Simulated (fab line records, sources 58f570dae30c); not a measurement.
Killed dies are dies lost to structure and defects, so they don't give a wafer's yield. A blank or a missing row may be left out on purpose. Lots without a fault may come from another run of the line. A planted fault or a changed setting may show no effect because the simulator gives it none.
One fault seen from 2 desks | flow berkeley_cmos170 | each desk has only its own numbers; what lay behind them comes last

THE METROLOGY DESK
What the gauges read, lot by lot, whatever tool the lot ran on: means of the sampled wafers that have a number. A lot is out of limits, marked OUT, if its mean lies more than 4 standard deviations from the usual mean; the brackets give that distance.
Columns: A = cd_nm at UCB170_V1_CD_MEAS_90, usual 699.6 nm
lot  | first seen here | A
L521 | day 8 16:35     | 699.5
L522 | day 8 19:16     | 701.5
L523 | day 8 22:11     | 700.2
L524 | day 9 00:19     | 698.7
L526 | day 9 18:12     | 699.6
L528 | day 9 21:34     | 698.4
L525 | day 10 02:59    | 699.5
L527 | day 10 03:13    | 698.3
L529 | day 10 16:33    | 696.8
L532 | day 11 09:25    | 701.1
L540 | day 12 21:51    | 700.7
L537 | day 13 00:25    | 700.1
L541 | day 13 02:19    | 701.0
L544 | day 13 13:08    | 702.0
This desk's finding: nothing out of limits on any of the 14 lots.

THE TOOL OWNER'S DESK: plasma_asher-02
The tool's own readings at UCB170_M1_STRIP_13 (strips in O2): means of the sampled wafers that have a number, for each lot that ran on this tool. A lot is out of limits, marked OUT, if its mean lies more than 4 standard deviations from the usual mean; the brackets give that distance.
Columns: A = drypump_motor_current_A at UCB170_M1_STRIP_13, usual 5.7 A; B = oes_product_au at UCB170_M1_STRIP_13, usual 0.721 a.u.
lot  | first seen here | A   | B
L522 | day 8 14:15     | 5.5 | 0.721
L524 | day 8 18:52     | 6.0 | 0.725
L525 | day 9 17:55     | 6.0 | 0.725
L529 | day 10 12:12    | 5.5 | 0.721
L540 | day 12 17:53    | 6.0 | 0.723
L541 | day 12 21:02    | 5.5 | 0.724
This desk's finding: nothing out of limits on any of the 6 lots.

PUT TOGETHER
The metrology desk saw nothing out of limits.
The tool owner's desk saw nothing out of limits.

WHAT THE SIMULATOR HAD PUT IN
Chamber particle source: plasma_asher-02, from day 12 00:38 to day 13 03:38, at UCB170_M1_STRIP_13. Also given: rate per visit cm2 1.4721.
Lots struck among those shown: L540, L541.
